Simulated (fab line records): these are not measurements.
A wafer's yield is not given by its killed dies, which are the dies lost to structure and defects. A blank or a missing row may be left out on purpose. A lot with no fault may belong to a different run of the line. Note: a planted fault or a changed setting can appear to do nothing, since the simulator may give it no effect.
fab line records :: flow rit-cmos
record:
  lots: 14
  wafers: 42
  last-day: 8
route steps=202 shown PWELL@40 PSD@151 CONTACT@177 M1@202
lots untouched by any fault: they come from a run of this same line in which no faults occurred
start-h: start of the lot's first displayed wafer, in hours after the record's first day :: wait-h: hours from the lot's prior step to this one :: " unchanged from the row above :: L1.1+2: one row covering several wafers at once :: - no value, or no start was given :: * or withheld: withheld :: < > ~ a bound
route shown NAME@n: names a module that has steps shown in the file, with the first one's number in the route :: usual: average and standard deviation across the fault-free wafers :: same: alike in all rows :: chamber/n: place in a boat :: sites: the reading at each site :: _std_site: their standard deviation :: _edge_site: inner sites' mean taken away from outer sites' mean :: radius-mm: for every site, how far away it sits from the centre of the wafer :: mask NAME#n: copy n :: behind: the last tool/chamber to shape the wafer :: hold: what put the lot on hold/how long, in hours/how the hold closed :: device: the n, p or np transistor that did not switch :: end of line: the route-end tests of the same wafers :: for a step that has no rows: nothing shown but its recipe :: killed: dies lost to structure and defects at the first sort, not the wafer's yield :: map: per-die view of a wafer (x killed, . not killed, _ where there is no die)
set.NAME: the setting that was run; set.NAME@STEP: the one run at that earlier step :: model.NAME: the simulator's own value behind a step, which no gauge read
the route's steps for a sample of lots (tables are steps, rows are wafers)
services: the hour from which a tool's chamber was out of use, counted from the record's first day as start-h (under 0 if before that day), plus the number of hours and why
== steps ==
step: RIT_PWELL_COAT_01
recipe:
  resist: NOVOLAK
  spin-rpm: 2000
  resist-thk-nm: 1300
usual:
  spin-speed-rpm: 2000.2/1.3
lot.wafer: L973.4
tool: litho-track-03
chamber: 0
start-h: 38.20
wait-h: 0.1
spin-speed-rpm: 1998.0

lot.wafer: L973.5
tool: litho-track-03
chamber: 0
start-h: 38.20
wait-h: 0.1
spin-speed-rpm: 2001.7

lot.wafer: L973.6
tool: litho-track-03
chamber: 0
start-h: 38.20
wait-h: 0.1
spin-speed-rpm: 2001.3

lot.wafer: L974.2
tool: litho-track-01
chamber: 0
start-h: 42.02
wait-h: 0.1
spin-speed-rpm: 2000.8

lot.wafer: L974.5
tool: litho-track-01
chamber: 0
start-h: 42.02
wait-h: 0.1
spin-speed-rpm: 2001.6

lot.wafer: L974.6
tool: litho-track-01
chamber: 0
start-h: 42.02
wait-h: 0.1
spin-speed-rpm: 2001.9

lot.wafer: L976.3
tool: litho-track-03
chamber: 0
start-h: 53.16
wait-h: 0.1
spin-speed-rpm: 1997.6

lot.wafer: L976.4
tool: litho-track-03
chamber: 0
start-h: 53.16
wait-h: 0.1
spin-speed-rpm: 1999.8

lot.wafer: L976.6
tool: litho-track-03
chamber: 0
start-h: 53.16
wait-h: 0.1
spin-speed-rpm: 1999.8

lot.wafer: L977.1
tool: litho-track-04
chamber: 0
start-h: 57.99
wait-h: 0.1
spin-speed-rpm: 2000.6

lot.wafer: L977.2
tool: litho-track-04
chamber: 0
start-h: 57.99
wait-h: 0.1
spin-speed-rpm: 2001.5

lot.wafer: L977.3
tool: litho-track-04
chamber: 0
start-h: 57.99
wait-h: 0.1
spin-speed-rpm: 1998.1

lot.wafer: L978.1
tool: litho-track-03
chamber: 0
start-h: 67.28
wait-h: 0.1
spin-speed-rpm: 1999.2

lot.wafer: L978.2
tool: litho-track-03
chamber: 0
start-h: 67.28
wait-h: 0.1
spin-speed-rpm: 2000.8

lot.wafer: L978.6
tool: litho-track-03
chamber: 0
start-h: 67.28
wait-h: 0.1
spin-speed-rpm: 1998.2

lot.wafer: L979.2
tool: litho-track-03
chamber: 0
start-h: 70.20
wait-h: 0.1
spin-speed-rpm: 2001.7

lot.wafer: L979.3
tool: litho-track-03
chamber: 0
start-h: 70.20
wait-h: 0.1
spin-speed-rpm: 2002.5

lot.wafer: L979.5
tool: litho-track-03
chamber: 0
start-h: 70.20
wait-h: 0.1
spin-speed-rpm: 2000.6

lot.wafer: L980.2
tool: litho-track-03
chamber: 0
start-h: 74.82
wait-h: 0.1
spin-speed-rpm: 2001.9

lot.wafer: L980.4
tool: litho-track-03
chamber: 0
start-h: 74.82
wait-h: 0.1
spin-speed-rpm: 2002.3

lot.wafer: L980.5
tool: litho-track-03
chamber: 0
start-h: 74.82
wait-h: 0.1
spin-speed-rpm: 1999.4

lot.wafer: L981.3
tool: litho-track-04
chamber: 0
start-h: 78.52
wait-h: 0.1
spin-speed-rpm: 1999.9

lot.wafer: L981.4
tool: litho-track-04
chamber: 0
start-h: 78.52
wait-h: 0.1
spin-speed-rpm: 1998.3

lot.wafer: L981.5
tool: litho-track-04
chamber: 0
start-h: 78.52
wait-h: 0.1
spin-speed-rpm: 1999.6

lot.wafer: L982.1
tool: litho-track-03
chamber: 0
start-h: 83.92
wait-h: 0.1
spin-speed-rpm: 2001.3

lot.wafer: L982.2
tool: litho-track-03
chamber: 0
start-h: 83.92
wait-h: 0.1
spin-speed-rpm: 1999.0

lot.wafer: L982.4
tool: litho-track-03
chamber: 0
start-h: 83.92
wait-h: 0.1
spin-speed-rpm: 1997.3

lot.wafer: L983.1
tool: litho-track-03
chamber: 0
start-h: 88.19
wait-h: 0.1
spin-speed-rpm: 1997.9

lot.wafer: L983.3
tool: litho-track-03
chamber: 0
start-h: 88.19
wait-h: 0.1
spin-speed-rpm: 1998.7

lot.wafer: L983.5
tool: litho-track-03
chamber: 0
start-h: 88.19
wait-h: 0.1
spin-speed-rpm: 1998.4

lot.wafer: L985.2
tool: litho-track-01
chamber: 0
start-h: 101.95
wait-h: 0.1
spin-speed-rpm: 1999.4

lot.wafer: L985.4
tool: litho-track-01
chamber: 0
start-h: 101.95
wait-h: 0.1
spin-speed-rpm: 2000.2

lot.wafer: L985.5
tool: litho-track-01
chamber: 0
start-h: 101.95
wait-h: 0.1
spin-speed-rpm: 2000.6

lot.wafer: L986.2
tool: litho-track-04
chamber: 0
start-h: 104.61
wait-h: 0.1
spin-speed-rpm: 2001.1

lot.wafer: L986.5
tool: litho-track-04
chamber: 0
start-h: 104.61
wait-h: 0.1
spin-speed-rpm: 2000.8

lot.wafer: L986.6
tool: litho-track-04
chamber: 0
start-h: 104.61
wait-h: 0.1
spin-speed-rpm: 1998.2

lot.wafer: L991.1
tool: litho-track-01
chamber: 0
start-h: 134.97
wait-h: 0.1
spin-speed-rpm: 1379.2

lot.wafer: L991.3
tool: litho-track-01
chamber: 0
start-h: 134.97
wait-h: 0.1
spin-speed-rpm: 1378.3

lot.wafer: L991.4
tool: litho-track-01
chamber: 0
start-h: 134.97
wait-h: 0.1
spin-speed-rpm: 1378.7

lot.wafer: L993.3
tool: litho-track-01
chamber: 0
start-h: 149.18
wait-h: 0.1
spin-speed-rpm: 1380.0

lot.wafer: L993.4
tool: litho-track-01
chamber: 0
start-h: 149.18
wait-h: 0.1
spin-speed-rpm: 1378.6

lot.wafer: L993.5
tool: litho-track-01
chamber: 0
start-h: 149.18
wait-h: 0.1
spin-speed-rpm: 1379.8
step: RIT_PSD_STRIP_09
recipe:
  chemistry: O2
  time-s: 180
  resist: NOVOLAK
  platen-temp-c: withheld
  power-w: 500
  pressure-mtorr: 4000
  o2-flow-sccm: 4000
usual:
  drypump-motor-current-A: 5.7/0.46
lot.wafer: L973.4
tool: plasma-asher-04
chamber: 0
start-h: 71.22
wait-h: 0.1
drypump-motor-current-A: 5.4
rf-hours-counter-h: -

lot.wafer: L973.5
tool: plasma-asher-04
chamber: 0
start-h: 71.22
wait-h: 0.1
drypump-motor-current-A: 5.4
rf-hours-counter-h: -

lot.wafer: L973.6
tool: plasma-asher-04
chamber: 1
start-h: 71.22
wait-h: 0.1
drypump-motor-current-A: 6.1
rf-hours-counter-h: -

lot.wafer: L974.2
tool: plasma-asher-04
chamber: 1
start-h: 77.37
wait-h: 0.1
drypump-motor-current-A: 6.1
rf-hours-counter-h: 42

lot.wafer: L974.5
tool: plasma-asher-04
chamber: 1
start-h: 77.37
wait-h: 0.1
drypump-motor-current-A: 6.1
rf-hours-counter-h: -

lot.wafer: L974.6
tool: plasma-asher-04
chamber: 0
start-h: 77.37
wait-h: 0.1
drypump-motor-current-A: 5.4
rf-hours-counter-h: -

lot.wafer: L976.3
tool: plasma-asher-03
chamber: 0
start-h: 85.06
wait-h: 0.1
drypump-motor-current-A: 6.2
rf-hours-counter-h: -

lot.wafer: L976.4
tool: plasma-asher-03
chamber: 1
start-h: 85.06
wait-h: 0.1
drypump-motor-current-A: 5.0
rf-hours-counter-h: -

lot.wafer: L976.6
tool: plasma-asher-03
chamber: 0
start-h: 85.06
wait-h: 0.1
drypump-motor-current-A: 6.3
rf-hours-counter-h: -

lot.wafer: L977.1
tool: plasma-asher-03
chamber: 1
start-h: 90.18
wait-h: 0.1
drypump-motor-current-A: 5.0
rf-hours-counter-h: 30

lot.wafer: L977.2
tool: plasma-asher-03
chamber: 0
start-h: 90.18
wait-h: 0.1
drypump-motor-current-A: 6.3
rf-hours-counter-h: 30

lot.wafer: L977.3
tool: plasma-asher-03
chamber: 0
start-h: 90.18
wait-h: 0.1
drypump-motor-current-A: 6.3
rf-hours-counter-h: -

lot.wafer: L978.1
tool: plasma-asher-04
chamber: 1
start-h: 97.54
wait-h: 0.1
drypump-motor-current-A: 6.1
rf-hours-counter-h: 44

lot.wafer: L978.2
tool: plasma-asher-04
chamber: 0
start-h: 97.54
wait-h: 0.1
drypump-motor-current-A: 5.4
rf-hours-counter-h: 44

lot.wafer: L978.6
tool: plasma-asher-04
chamber: 1
start-h: 97.54
wait-h: 0.1
drypump-motor-current-A: 6.1
rf-hours-counter-h: -

lot.wafer: L979.2
tool: plasma-asher-04
chamber: 1
start-h: 102.74
wait-h: 0.1
drypump-motor-current-A: 6.1
rf-hours-counter-h: 45

lot.wafer: L979.3
tool: plasma-asher-04
chamber: 0
start-h: 102.74
wait-h: 0.1
drypump-motor-current-A: 5.4
rf-hours-counter-h: -

lot.wafer: L979.5
tool: plasma-asher-04
chamber: 1
start-h: 102.74
wait-h: 0.1
drypump-motor-current-A: 6.1
rf-hours-counter-h: -

lot.wafer: L980.2
tool: plasma-asher-04
chamber: 1
start-h: 109.23
wait-h: 0.1
drypump-motor-current-A: 6.1
rf-hours-counter-h: 46

lot.wafer: L980.4
tool: plasma-asher-04
chamber: 1
start-h: 109.23
wait-h: 0.1
drypump-motor-current-A: 6.1
rf-hours-counter-h: -

lot.wafer: L980.5
tool: plasma-asher-04
chamber: 1
start-h: 109.23
wait-h: 0.1
drypump-motor-current-A: 6.1
rf-hours-counter-h: -

lot.wafer: L981.3
tool: plasma-asher-04
chamber: 1
start-h: 111.83
wait-h: 0.1
drypump-motor-current-A: 6.1
rf-hours-counter-h: -

lot.wafer: L981.4
tool: plasma-asher-04
chamber: 0
start-h: 111.83
wait-h: 0.1
drypump-motor-current-A: 5.4
rf-hours-counter-h: -

lot.wafer: L981.5
tool: plasma-asher-04
chamber: 1
start-h: 111.83
wait-h: 0.1
drypump-motor-current-A: 6.1
rf-hours-counter-h: -

lot.wafer: L982.1
tool: plasma-asher-04
chamber: 0
start-h: 114.22
wait-h: 0.1
drypump-motor-current-A: 5.4
rf-hours-counter-h: 47

lot.wafer: L982.2
tool: plasma-asher-04
chamber: 1
start-h: 114.22
wait-h: 0.1
drypump-motor-current-A: 6.1
rf-hours-counter-h: 47

lot.wafer: L982.4
tool: plasma-asher-04
chamber: 0
start-h: 114.22
wait-h: 0.1
drypump-motor-current-A: 5.4
rf-hours-counter-h: -

lot.wafer: L983.1
tool: plasma-asher-04
chamber: 1
start-h: 120.84
wait-h: 0.1
drypump-motor-current-A: 6.1
rf-hours-counter-h: 47

lot.wafer: L983.3
tool: plasma-asher-04
chamber: 0
start-h: 120.84
wait-h: 0.1
drypump-motor-current-A: 5.4
rf-hours-counter-h: -

lot.wafer: L983.5
tool: plasma-asher-04
chamber: 1
start-h: 120.84
wait-h: 0.1
drypump-motor-current-A: 6.1
rf-hours-counter-h: -

lot.wafer: L985.2
tool: plasma-asher-03
chamber: 1
start-h: 135.56
wait-h: 0.1
drypump-motor-current-A: 5.0
rf-hours-counter-h: 34

lot.wafer: L985.4
tool: plasma-asher-03
chamber: 0
start-h: 135.56
wait-h: 0.1
drypump-motor-current-A: 6.3
rf-hours-counter-h: -

lot.wafer: L985.5
tool: plasma-asher-03
chamber: 0
start-h: 135.56
wait-h: 0.1
drypump-motor-current-A: 6.3
rf-hours-counter-h: -

lot.wafer: L986.2
tool: plasma-asher-03
chamber: 0
start-h: 143.95
wait-h: 0.1
drypump-motor-current-A: 6.3
rf-hours-counter-h: 35

lot.wafer: L986.5
tool: plasma-asher-03
chamber: 0
start-h: 143.95
wait-h: 0.1
drypump-motor-current-A: 6.3
rf-hours-counter-h: -

lot.wafer: L986.6
tool: plasma-asher-03
chamber: 1
start-h: 143.95
wait-h: 0.1
drypump-motor-current-A: 5.0
rf-hours-counter-h: -

lot.wafer: L991.1
tool: plasma-asher-03
chamber: 0
start-h: 173.61
wait-h: 0.1
drypump-motor-current-A: 6.3
rf-hours-counter-h: 38

lot.wafer: L991.3
tool: plasma-asher-03
chamber: 1
start-h: 173.61
wait-h: 0.1
drypump-motor-current-A: 5.0
rf-hours-counter-h: -

lot.wafer: L991.4
tool: plasma-asher-03
chamber: 0
start-h: 173.61
wait-h: 0.1
drypump-motor-current-A: 6.3
rf-hours-counter-h: -

lot.wafer: L993.3
tool: plasma-asher-04
chamber: 0
start-h: 186.47
wait-h: 0.1
drypump-motor-current-A: 5.4
rf-hours-counter-h: -

lot.wafer: L993.4
tool: plasma-asher-04
chamber: 1
start-h: 186.47
wait-h: 0.1
drypump-motor-current-A: 6.1
rf-hours-counter-h: -

lot.wafer: L993.5
tool: plasma-asher-04
chamber: 1
start-h: 186.47
wait-h: 0.1
drypump-motor-current-A: 6.1
rf-hours-counter-h: -
step: RIT_CONTACT_OVL_MEAS_09
usual:
  CONTACT_OVL: -1.1/1.4
lot.wafer: L973.4
tool: overlay-02
chamber: -
start-h: 74.17
wait-h: 0.1
CONTACT_OVL[nm]: 0.3

lot.wafer: L973.5
tool: overlay-02
chamber: -
start-h: 74.17
wait-h: 0.1
CONTACT_OVL[nm]: -1.2

lot.wafer: L973.6
tool: overlay-02
chamber: -
start-h: 74.17
wait-h: 0.1
CONTACT_OVL[nm]: 0.5

lot.wafer: L974.2
tool: overlay-01
chamber: -
start-h: 80.23
wait-h: 0.1
CONTACT_OVL[nm]: 0.8

lot.wafer: L974.5
tool: overlay-01
chamber: -
start-h: 80.23
wait-h: 0.1
CONTACT_OVL[nm]: 1.0

lot.wafer: L974.6
tool: overlay-01
chamber: -
start-h: 80.23
wait-h: 0.1
CONTACT_OVL[nm]: -1.7

lot.wafer: L976.3
tool: overlay-02
chamber: -
start-h: 88.03
wait-h: 0.1
CONTACT_OVL[nm]: 0.6

lot.wafer: L976.4
tool: overlay-02
chamber: -
start-h: 88.03
wait-h: 0.1
CONTACT_OVL[nm]: -0.9

lot.wafer: L976.6
tool: overlay-02
chamber: -
start-h: 88.03
wait-h: 0.1
CONTACT_OVL[nm]: -1.7

lot.wafer: L977.1
tool: overlay-02
chamber: -
start-h: 93.17
wait-h: 0.1
CONTACT_OVL[nm]: -1.0

lot.wafer: L977.2
tool: overlay-02
chamber: -
start-h: 93.17
wait-h: 0.1
CONTACT_OVL[nm]: -0.7

lot.wafer: L977.3
tool: overlay-02
chamber: -
start-h: 93.17
wait-h: 0.1
CONTACT_OVL[nm]: -1.7

lot.wafer: L978.1
tool: overlay-01
chamber: -
start-h: 100.52
wait-h: 0.1
CONTACT_OVL[nm]: 2.7

lot.wafer: L978.2
tool: overlay-01
chamber: -
start-h: 100.52
wait-h: 0.1
CONTACT_OVL[nm]: -0.8

lot.wafer: L978.6
tool: overlay-01
chamber: -
start-h: 100.52
wait-h: 0.1
CONTACT_OVL[nm]: -1.1

lot.wafer: L979.2
tool: overlay-02
chamber: -
start-h: 105.64
wait-h: 0.1
CONTACT_OVL[nm]: -1.6

lot.wafer: L979.3
tool: overlay-02
chamber: -
start-h: 105.64
wait-h: 0.1
CONTACT_OVL[nm]: -2.4

lot.wafer: L979.5
tool: overlay-02
chamber: -
start-h: 105.64
wait-h: 0.1
CONTACT_OVL[nm]: -2.7

lot.wafer: L980.2
tool: overlay-02
chamber: -
start-h: 112.24
wait-h: 0.1
CONTACT_OVL[nm]: -2.1

lot.wafer: L980.4
tool: overlay-02
chamber: -
start-h: 112.24
wait-h: 0.1
CONTACT_OVL[nm]: -0.9

lot.wafer: L980.5
tool: overlay-02
chamber: -
start-h: 112.24
wait-h: 0.1
CONTACT_OVL[nm]: -2.5

lot.wafer: L981.3
tool: overlay-01
chamber: -
start-h: 114.65
wait-h: 0.1
CONTACT_OVL[nm]: -0.2

lot.wafer: L981.4
tool: overlay-01
chamber: -
start-h: 114.65
wait-h: 0.1
CONTACT_OVL[nm]: -0.3

lot.wafer: L981.5
tool: overlay-01
chamber: -
start-h: 114.65
wait-h: 0.1
CONTACT_OVL[nm]: 1.1

lot.wafer: L982.1
tool: overlay-02
chamber: -
start-h: 117.23
wait-h: 0.1
CONTACT_OVL[nm]: 0.7

lot.wafer: L982.2
tool: overlay-02
chamber: -
start-h: 117.23
wait-h: 0.1
CONTACT_OVL[nm]: -1.3

lot.wafer: L982.4
tool: overlay-02
chamber: -
start-h: 117.23
wait-h: 0.1
CONTACT_OVL[nm]: 0.9

lot.wafer: L983.1
tool: overlay-02
chamber: -
start-h: 123.88
wait-h: 0.1
CONTACT_OVL[nm]: -3.7

lot.wafer: L983.3
tool: overlay-02
chamber: -
start-h: 123.88
wait-h: 0.1
CONTACT_OVL[nm]: -2.5

lot.wafer: L983.5
tool: overlay-02
chamber: -
start-h: 123.88
wait-h: 0.1
CONTACT_OVL[nm]: -2.4

lot.wafer: L985.2
tool: overlay-01
chamber: -
start-h: 138.56
wait-h: 0.1
CONTACT_OVL[nm]: -1.0

lot.wafer: L985.4
tool: overlay-01
chamber: -
start-h: 138.56
wait-h: 0.1
CONTACT_OVL[nm]: -1.0

lot.wafer: L985.5
tool: overlay-01
chamber: -
start-h: 138.56
wait-h: 0.1
CONTACT_OVL[nm]: -0.6

lot.wafer: L986.2
tool: overlay-01
chamber: -
start-h: 146.87
wait-h: 0.1
CONTACT_OVL[nm]: -1.8

lot.wafer: L986.5
tool: overlay-01
chamber: -
start-h: 146.87
wait-h: 0.1
CONTACT_OVL[nm]: -1.1

lot.wafer: L986.6
tool: overlay-01
chamber: -
start-h: 146.87
wait-h: 0.1
CONTACT_OVL[nm]: -0.9

lot.wafer: L991.1
tool: overlay-02
chamber: -
start-h: 176.49
wait-h: 0.1
CONTACT_OVL[nm]: -0.2

lot.wafer: L991.3
tool: overlay-02
chamber: -
start-h: 176.49
wait-h: 0.1
CONTACT_OVL[nm]: 0.6

lot.wafer: L991.4
tool: overlay-02
chamber: -
start-h: 176.49
wait-h: 0.1
CONTACT_OVL[nm]: -1.4

lot.wafer: L993.3
tool: overlay-01
chamber: -
start-h: 189.46
wait-h: 0.1
CONTACT_OVL[nm]: -0.3

lot.wafer: L993.4
tool: overlay-01
chamber: -
start-h: 189.46
wait-h: 0.1
CONTACT_OVL[nm]: -0.8

lot.wafer: L993.5
tool: overlay-01
chamber: -
start-h: 189.46
wait-h: 0.1
CONTACT_OVL[nm]: 0.7
step: RIT_M1_PROBE_99
usual:
  killed-at-contacts: 0.1/0.24
  killed-at-front-end: 7/3.1
  killed-dies: 7/3.1
  killed-open: 3.3/1.9
  killed-short: 3.9/2.1
same:
  gross-dies: 264
  killed_at_M0_to_M3: 0
  killed_at_M4_up: 0
  killed-at-back-side: 0
  killed-at-other: 0
lot.wafer: L981.3
tool: prober-02
chamber: -
start-h: 119.78
wait-h: 0.2
killed-at-contacts: 0
killed-at-front-end: 3
killed-dies: 3
killed-open: 1
killed-short: 2

lot.wafer: L981.4
tool: prober-02
chamber: -
start-h: 119.83
wait-h: 0.2
killed-at-contacts: 0
killed-at-front-end: 4
killed-dies: 4
killed-open: 2
killed-short: 2

lot.wafer: L981.5
tool: prober-02
chamber: -
start-h: 119.88
wait-h: 0.2
killed-at-contacts: 0
killed-at-front-end: 13
killed-dies: 13
killed-open: 4
killed-short: 9
killed by level:class
L981.3 FOX2:geometric-particle:open=1 REOX:geometric-particle:short=1 SPACER:geometric-particle:short=1
L981.4 FOX1:geometric-particle:short=1 REOX:geometric-particle:short=1 SPACER:geometric-particle:open=1 SILICIDE:geometric-particle:open=1
L981.5 GATE:geometric-particle:short=4 REOX:geometric-particle:short=3 FOX1:geometric-particle:open=1 FOX1:geometric-particle:short=1 FOX2:geometric-particle:open=1 GATE:geometric-particle:open=1 SILICIDE:geometric-particle:open=1 SILICIDE:geometric-particle:short=1
== services ==
tool: plasma-asher-03
chamber: -
start-h: 27.16
hours: 14.6
kind: pm

tool: plasma-asher-04
chamber: -
start-h: 35.24
hours: 10.0
kind: pm

tool: plasma-asher-04
chamber: -
start-h: 47.58
hours: 3.2
kind: repair

tool: plasma-asher-03
chamber: -
start-h: 112.93
hours: 2.7
kind: repair

tool: plasma-asher-04
chamber: -
start-h: 116.94
hours: 2.9
kind: repair

tool: plasma-asher-04
chamber: -
start-h: 167.00
hours: 0.6
kind: repair
== key ==
first-sign:
  step: RIT_PWELL_COAT_01
  reading: spin-speed-rpm
  direction: down
  sigmas: 99+
  usual: 2000.2
  struck: 1379.1
effect none on later readings
met-at RIT_PWELL_COAT_01
struck-lots L991,L993
tester-left-out L991,L993
not-acting-at RIT_PSD_STRIP_09,RIT_CONTACT_OVL_MEAS_09
onset-between 101.95 134.97
fault:
  kind: process-parameter-drift
  tool: litho-track-01
  chamber: -
  onset-h: 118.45
  steps: RIT_PWELL_COAT_01
  channel: spin-rpm
  offset: -620.66
  shape: step
  end-h: 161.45
  acts-in: these-recipes-only
  stated: 2000
tester-left-out: of these lots the tester's yield and bins aren't shown, on N5 and GAA mostly nor the transistor test; their killed dies are dies lost to structure and defects alone, not to doping, threshold or leakage, so they don't give the yield
